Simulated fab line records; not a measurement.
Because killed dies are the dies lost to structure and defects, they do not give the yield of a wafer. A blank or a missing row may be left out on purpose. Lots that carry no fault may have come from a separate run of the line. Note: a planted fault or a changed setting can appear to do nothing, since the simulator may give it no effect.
fab line records + flow rit-cmos
record:
- lots: 6
- wafers: 18
- last-day: 7
route steps=202 shown NWELL@35 PWELL@39 M1@202
lots that met no fault: taken from a fault-free run of the same line
start-h: the number of hours between the record's first day and the start of the first shown wafer of the lot + wait-h: hours since the lot's step before + " same as the row above + L1.1+2: a row that stands for several wafers + - no value, or no start was given + * or withheld: withheld + < > ~ a bound
route shown NAME@n: names a module that has steps shown in the file, with the first one's number in the route + usual: the fault-free wafers' mean and standard deviation + same: alike in all rows + chamber/n: place in a boat + sites: readings site by site + _std_site: the standard deviation of these + _edge_site: outer sites' mean less inner sites' + radius-mm: how far each site lies from the wafer's centre + mask NAME#n: copy n + behind: the tool/chamber that last shaped the wafer + hold: why the lot was held/for how many hours/how that ended + device: the transistor (n, p or np) that didn't switch + end of line: tests of these same wafers at the route's end + a step without rows: its recipe alone + killed: dies lost to structure and defects at the first sort, not the wafer's yield + map: a wafer's dies, x killed, . not, _ none there
set.NAME: the setting as run; set.NAME@STEP: as run at that earlier step + model.NAME: the simulator's own value behind a step, which no gauge read
certain route steps with their lots: each step a table, each wafer a row
services: from which hour (start-h, from the record's first day; less than 0 if before it) a tool's chamber was out of use, for how many hours, and why
== steps ==
step: RIT_NWELL_HARDBAKE_07
recipe:
- resist: NOVOLAK
- temp-c: 140
- time-s: 120
step: RIT_NWELL_IMPLANT_08
recipe:
- species: P
- energy-kev: 170
- dose-cm2: 5e+13
- tilt-deg: 7
step: RIT_NWELL_STRIP_09
recipe:
- chemistry: O2
- time-s: 180
- resist: NOVOLAK
- platen-temp-c: withheld
- power-w: 500
- pressure-mtorr: 4000
- o2-flow-sccm: 4000
usual:
- drypump-motor-current-A: 6.1/0.45
| lot.wafer | tool            | chamber | start-h | wait-h | drypump-motor-current-A | rf-hours-counter-h |
|-----------|-----------------|---------|---------|--------|-------------------------|--------------------|
| L538.2    | plasma-asher-02 | 1       | 22.55   | 0.1    | 6.5                     | 38                 |
| L538.3    | "               | 0       | "       | "      | 5.3                     | -                  |
| L538.4    | "               | 1       | "       | "      | 6.5                     | -                  |
| L541.2    | plasma-asher-01 | 0       | 36.47   | 0.1    | 6.3                     | 39                 |
| L541.4    | "               | 0       | "       | "      | 6.3                     | -                  |
| L541.5    | "               | 1       | "       | "      | 5.9                     | -                  |
| L548.2    | plasma-asher-01 | 1       | 71.49   | 0.1    | 5.9                     | 43                 |
| L548.3    | "               | 1       | "       | "      | 5.9                     | -                  |
| L548.4    | "               | 0       | "       | "      | 6.3                     | -                  |
| L553.1    | plasma-asher-02 | 0       | 97.42   | 0.1    | 5.3                     | 47                 |
| L553.3    | "               | 1       | "       | "      | 6.5                     | -                  |
| L553.4    | "               | 0       | "       | "      | 5.3                     | -                  |
| L555.1    | plasma-asher-03 | 0       | 107.23  | 0.1    | 6.5                     | 43                 |
| L555.3    | "               | 0       | "       | "      | 6.5                     | -                  |
| L555.4    | "               | 1       | "       | "      | 6.3                     | -                  |
| L559.2    | plasma-asher-03 | 1       | 127.89  | 0.1    | 6.3                     | 1                  |
| L559.4    | "               | 1       | "       | "      | 6.3                     | -                  |
| L559.6    | "               | 1       | "       | "      | 6.3                     | -                  |
step: RIT_NWELL_TW_MEAS_10
usual:
- NWELL_TW: 2156/21
| lot.wafer | tool          | chamber | start-h | wait-h | NWELL_TW |
|-----------|---------------|---------|---------|--------|----------|
| L538.2    | film-metro-04 | -       | 22.74   | 0.1    | 2139     |
| L538.3    | "             | -       | "       | "      | 2145     |
| L538.4    | "             | -       | "       | "      | 2132     |
| L541.2    | film-metro-02 | -       | 36.65   | 0.1    | 2192     |
| L541.4    | "             | -       | "       | "      | 2180     |
| L541.5    | "             | -       | "       | "      | 2174     |
| L548.2    | film-metro-04 | -       | 71.68   | 0.1    | 2116     |
| L548.3    | "             | -       | "       | "      | 2114     |
| L548.4    | "             | -       | "       | "      | 2116     |
| L553.1    | film-metro-04 | -       | 97.59   | 0.1    | 2166     |
| L553.3    | "             | -       | "       | "      | 2156     |
| L553.4    | "             | -       | "       | "      | 2147     |
| L555.1    | film-metro-02 | -       | 107.41  | 0.1    | 2170     |
| L555.3    | "             | -       | "       | "      | 2172     |
| L555.4    | "             | -       | "       | "      | 2174     |
| L559.2    | film-metro-02 | -       | 128.07  | 0.1    | 2155     |
| L559.4    | "             | -       | "       | "      | 2172     |
| L559.6    | "             | -       | "       | "      | 2159     |
step: RIT_PWELL_HMDS_00
recipe:
- prime-time-s: 60
- prime-temp-c: 140
step: RIT_PWELL_COAT_01
recipe:
- resist: NOVOLAK
- spin-rpm: 2000
- resist-thk-nm: 1300
step: RIT_PWELL_SOFTBAKE_02
recipe:
- resist: NOVOLAK
- temp-c: 90
- time-s: 60
step: RIT_PWELL_EXPOSE_03
recipe:
- mask-id: M3
- na: 0.57
- target-cd-nm: 43700
- dose-mj: 250
step: RIT_PWELL_PEB_04
recipe:
- resist: NOVOLAK
- temp-c: withheld
- time-s: withheld
step: RIT_PWELL_DEVELOP_05
recipe:
- resist: NOVOLAK
- develop-time-s: 68
- dev-temp-c: 23
step: RIT_PWELL_OVL_MEAS_06
usual:
- PWELL_OVL: -0.1/1.5
| lot.wafer | tool       | chamber | start-h | wait-h | PWELL_OVL[nm] |
|-----------|------------|---------|---------|--------|---------------|
| L538.2    | overlay-01 | -       | 23.84   | -      | 0.0           |
| L538.3    | "          | -       | "       | "      | -0.5          |
| L538.4    | "          | -       | "       | "      | -0.6          |
| L541.2    | overlay-02 | -       | 37.86   | -      | -2.0          |
| L541.4    | "          | -       | "       | "      | 0.9           |
| L541.5    | "          | -       | "       | "      | -0.1          |
| L548.2    | overlay-02 | -       | 72.74   | -      | -3.1          |
| L548.3    | "          | -       | "       | "      | -0.6          |
| L548.4    | "          | -       | "       | "      | -1.1          |
| L553.1    | overlay-02 | -       | 98.66   | -      | 1.0           |
| L553.3    | "          | -       | "       | "      | -0.4          |
| L553.4    | "          | -       | "       | "      | -0.2          |
| L555.1    | overlay-02 | -       | 108.38  | -      | 1.7           |
| L555.3    | "          | -       | "       | "      | 2.1           |
| L555.4    | "          | -       | "       | "      | 0.2           |
| L559.2    | overlay-01 | -       | 129.13  | -      | -1.4          |
| L559.4    | "          | -       | "       | "      | -2.3          |
| L559.6    | "          | -       | "       | "      | -2.7          |
step: RIT_PWELL_HARDBAKE_07
recipe:
- resist: NOVOLAK
- temp-c: 140
- time-s: 120
step: RIT_PWELL_IMPLANT_08
recipe:
- species: B
- energy-kev: 170
- dose-cm2: 7e+13
- tilt-deg: 7
usual:
- beam-energy-keV: 169.99/0.052
- dose-ions-cm2: 6.998e+13/6.9e+10
- tilt-deg: 7.001/0.02
| lot.wafer | tool         | chamber | start-h | wait-h | beam-energy-keV | dose-ions-cm2 | tilt-deg |
|-----------|--------------|---------|---------|--------|-----------------|---------------|----------|
| L538.2    | implanter-01 | 0       | 24.14   | 0.2    | 170.07          | 7.001e+13     | 6.991    |
| L538.3    | "            | 0       | "       | "      | 170.06          | 6.995e+13     | 6.998    |
| L538.4    | "            | 0       | "       | "      | 170.05          | 7.006e+13     | 6.999    |
| L541.2    | implanter-01 | 0       | 38.16   | 0.2    | 170.04          | 6.992e+13     | 7.030    |
| L541.4    | "            | 0       | "       | "      | 169.94          | 6.989e+13     | 6.998    |
| L541.5    | "            | 0       | "       | "      | 169.99          | 6.99e+13      | 6.989    |
| L548.2    | implanter-01 | 0       | 73.04   | 0.2    | 170.02          | 7.089e+13     | 6.999    |
| L548.3    | "            | 0       | "       | "      | 170.07          | 7.086e+13     | 7.017    |
| L548.4    | "            | 0       | "       | "      | 169.96          | 7.082e+13     | 6.965    |
| L553.1    | implanter-01 | 0       | 99.10   | 0.2    | 170.07          | 7.084e+13     | 7.009    |
| L553.3    | "            | 0       | "       | "      | 169.99          | 7.089e+13     | 7.036    |
| L553.4    | "            | 0       | "       | "      | 170.06          | 7.086e+13     | 7.020    |
| L555.1    | implanter-03 | 0       | 108.66  | 0.2    | 169.90          | 7.003e+13     | 6.985    |
| L555.3    | "            | 0       | "       | "      | 169.94          | 7e+13         | 6.952    |
| L555.4    | "            | 0       | "       | "      | 169.97          | 6.983e+13     | 6.995    |
| L559.2    | implanter-03 | 0       | 129.44  | 0.2    | 169.97          | 7.004e+13     | 6.986    |
| L559.4    | "            | 0       | "       | "      | 169.88          | 6.991e+13     | 6.985    |
| L559.6    | "            | 0       | "       | "      | 169.89          | 6.995e+13     | 7.029    |
step: RIT_PWELL_STRIP_09
recipe:
- chemistry: O2
- time-s: 180
- resist: NOVOLAK
- platen-temp-c: withheld
- power-w: 500
- pressure-mtorr: 4000
- o2-flow-sccm: 4000
usual:
- drypump-motor-current-A: 6.0/0.46
| lot.wafer | tool            | chamber | start-h | wait-h | drypump-motor-current-A | rf-hours-counter-h |
|-----------|-----------------|---------|---------|--------|-------------------------|--------------------|
| L538.2    | plasma-asher-03 | 1       | 24.27   | 0.1    | 6.3                     | 37                 |
| L538.3    | "               | 0       | "       | "      | 6.5                     | -                  |
| L538.4    | "               | 1       | "       | "      | 6.3                     | -                  |
| L541.2    | plasma-asher-02 | 1       | 38.29   | 0.1    | 6.5                     | 40                 |
| L541.4    | "               | 1       | "       | "      | 6.5                     | -                  |
| L541.5    | "               | 1       | "       | "      | 6.5                     | -                  |
| L548.2    | plasma-asher-04 | 0       | 73.17   | 0.1    | 6.0                     | 29                 |
| L548.3    | "               | 1       | "       | "      | 6.1                     | -                  |
| L548.4    | "               | 0       | "       | "      | 6.0                     | -                  |
| L553.1    | plasma-asher-03 | 1       | 99.25   | 0.1    | 6.3                     | 42                 |
| L553.3    | "               | 1       | "       | "      | 6.3                     | -                  |
| L553.4    | "               | 0       | "       | "      | 6.5                     | -                  |
| L555.1    | plasma-asher-02 | 1       | 108.81  | 0.1    | 6.5                     | 48                 |
| L555.3    | "               | 0       | "       | "      | 5.3                     | -                  |
| L555.4    | "               | 1       | "       | "      | 6.4                     | -                  |
| L559.2    | plasma-asher-02 | 0       | 129.56  | 0.1    | 5.3                     | 51                 |
| L559.4    | "               | 1       | "       | "      | 6.4                     | -                  |
| L559.6    | "               | 1       | "       | "      | 6.5                     | -                  |
step: RIT_M1_PROBE_99
usual:
- killed_at_M0_to_M3: 0.0/0.23
- killed-at-contacts: 0.1/0.34
- killed-at-front-end: 6.9/2.8
- killed-dies: 7.1/2.8
- killed-open: 3.4/1.9
- killed-short: 3.6/1.7
same:
- gross-dies: 264
- killed_at_M4_up: 0
- killed-at-back-side: 0
- killed-at-other: 0
| lot.wafer | tool      | chamber | start-h | wait-h | killed_at_M0_to_M3 | killed-at-contacts | killed-at-front-end | killed-dies | killed-open | killed-short |
|-----------|-----------|---------|---------|--------|--------------------|--------------------|---------------------|-------------|-------------|--------------|
| L538.2    | prober-01 | -       | 63.56   | 0.1    | 0                  | 0                  | 10                  | 10          | 5           | 5            |
| L538.3    | prober-01 | -       | 63.61   | 0.2    | 0                  | 0                  | 10                  | 10          | 5           | 5            |
| L538.4    | prober-01 | -       | 63.66   | 0.2    | 0                  | 0                  | 11                  | 11          | 7           | 4            |
| L548.2    | prober-01 | -       | 109.34  | 0.1    | 0                  | 0                  | 6                   | 6           | 4           | 2            |
| L548.3    | prober-01 | -       | 109.39  | 0.2    | 2                  | 0                  | 7                   | 9           | 5           | 2            |
| L548.4    | prober-01 | -       | 109.44  | 0.2    | 0                  | 1                  | 5                   | 6           | 3           | 2            |
| L553.1    | prober-02 | -       | 137.26  | 0.1    | 0                  | 0                  | 6                   | 6           | 2           | 4            |
| L553.3    | prober-02 | -       | 137.36  | 0.2    | 0                  | 0                  | 4                   | 4           | 1           | 3            |
| L553.4    | prober-02 | -       | 137.41  | 0.2    | 0                  | 0                  | 6                   | 6           | 2           | 4            |
| L559.2    | prober-01 | -       | 165.92  | 0.1    | 0                  | 0                  | 12                  | 12          | 7           | 5            |
| L559.4    | prober-01 | -       | 166.02  | 0.2    | 0                  | 0                  | 6                   | 6           | 4           | 2            |
| L559.6    | prober-01 | -       | 166.12  | 0.2    | 0                  | 0                  | 15                  | 15          | 6           | 9            |
killed by level:class
L538.2 GATE:geometric-particle:open=3 REOX:geometric-particle:open=2 SPACER:geometric-particle:short=2 SILICIDE:geometric-particle:short=2 REOX:geometric-particle:short=1
L538.3 GATE:geometric-particle:open=3 GATE:geometric-particle:short=2 SILICIDE:geometric-particle:open=2 FOX1:geometric-particle:short=1 REOX:geometric-particle:short=1 SPACER:geometric-particle:short=1
L538.4 REOX:geometric-particle:short=3 SILICIDE:geometric-particle:open=3 GATE:geometric-particle:open=2 REOX:geometric-particle:open=1 SPACER:geometric-particle:open=1 SPACER:geometric-particle:short=1
L548.2 FOX1:geometric-particle:open=2 GATE:geometric-particle:open=2 REOX:geometric-particle:short=1 SILICIDE:geometric-particle:short=1
L548.3 SPACER:geometric-particle:open=4 M1:coat-microbubble-printed=2 FOX2:geometric-particle:short=1 GATE:geometric-particle:open=1 SPACER:geometric-particle:short=1
L548.4 SPACER:geometric-particle:open=2 FOX2:geometric-particle:short=1 REOX:geometric-particle:open=1 SPACER:geometric-particle:short=1 CONTACT:coat-microbubble-printed=1
L553.1 SPACER:geometric-particle:short=2 GATE:geometric-particle:open=1 REOX:geometric-particle:short=1 SPACER:geometric-particle:open=1 SILICIDE:geometric-particle:short=1
L553.3 FOX2:geometric-particle:short=2 GATE:geometric-particle:short=1 REOX:geometric-particle:open=1
L553.4 SILICIDE:geometric-particle:short=2 FOX1:geometric-particle:open=1 GATE:geometric-particle:short=1 GATE:geometric-particle:open=1 SPACER:geometric-particle:short=1
L559.2 GATE:geometric-particle:open=3 FOX1:geometric-particle:short=2 GATE:geometric-particle:short=2 REOX:geometric-particle:open=2 FOX1:geometric-particle:open=1 REOX:geometric-particle:short=1 SILICIDE:geometric-particle:open=1
L559.4 REOX:geometric-particle:open=2 SILICIDE:geometric-particle:short=1 GATE:geometric-particle:short=1 GATE:geometric-particle:open=1 SPACER:geometric-particle:open=1
L559.6 GATE:geometric-particle:short=6 GATE:geometric-particle:open=3 FOX2:geometric-particle:open=2 FOX1:geometric-particle:short=1 FOX1:geometric-particle:open=1 SPACER:geometric-particle:short=1 SILICIDE:geometric-particle:short=1
== services ==
| tool            | chamber | start-h | hours | kind       |
|-----------------|---------|---------|-------|------------|
| implanter-01    | -       | 15.22   | 1.2   | repair     |
| plasma-asher-02 | -       | 40.67   | 2.8   | pm         |
| plasma-asher-03 | -       | 57.75   | 28.1  | pm         |
| implanter-03    | -       | 75.54   | 5.0   | repair     |
| implanter-03    | -       | 85.00   | 4.1   | repair     |
| plasma-asher-03 | -       | 105.49  | 1.6   | repair     |
| plasma-asher-03 | -       | 108.75  | 9.0   | pm         |
| plasma-asher-03 | 0       | 108.75  | 9.0   | vent-cycle |
| plasma-asher-03 | 1       | 108.75  | 9.0   | vent-cycle |
| plasma-asher-01 | -       | 111.83  | 4.1   | repair     |
| plasma-asher-03 | 0       | 117.75  | -     | clean      |
| plasma-asher-03 | 1       | 117.75  | -     | clean      |
| implanter-03    | -       | 121.39  | 1.0   | repair     |
| implanter-01    | -       | 128.43  | 8.8   | repair     |
== key ==
first-sign:
- step: RIT_PWELL_IMPLANT_08
- reading: dose-ions-cm2
- direction: up
- sigmas: 13
- usual: 6.998e+13
- struck: 7.086e+13
effect none on later readings
met-at RIT_PWELL_IMPLANT_08
struck-wafers L548.2,L548.3,L548.4,L553.1,L553.3,L553.4
tester-left-out L548,L553
onset-between 38.16 73.04
fault:
- kind: process-parameter-drift
- tool: implanter-01
- chamber: -
- onset-h: 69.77
- steps: RIT_PWELL_IMPLANT_08
- channel: dose-cm2
- offset: 8.9598e+11
- shape: step
- end-h: 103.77
- acts-in: these-recipes-only
- stated: 7e+13
tester-left-out: of these lots the tester's yield and bins aren't shown, on N5 and GAA mostly nor the transistor test; their killed dies are dies lost to structure and defects alone, not to doping, threshold or leakage, so they don't give the yield
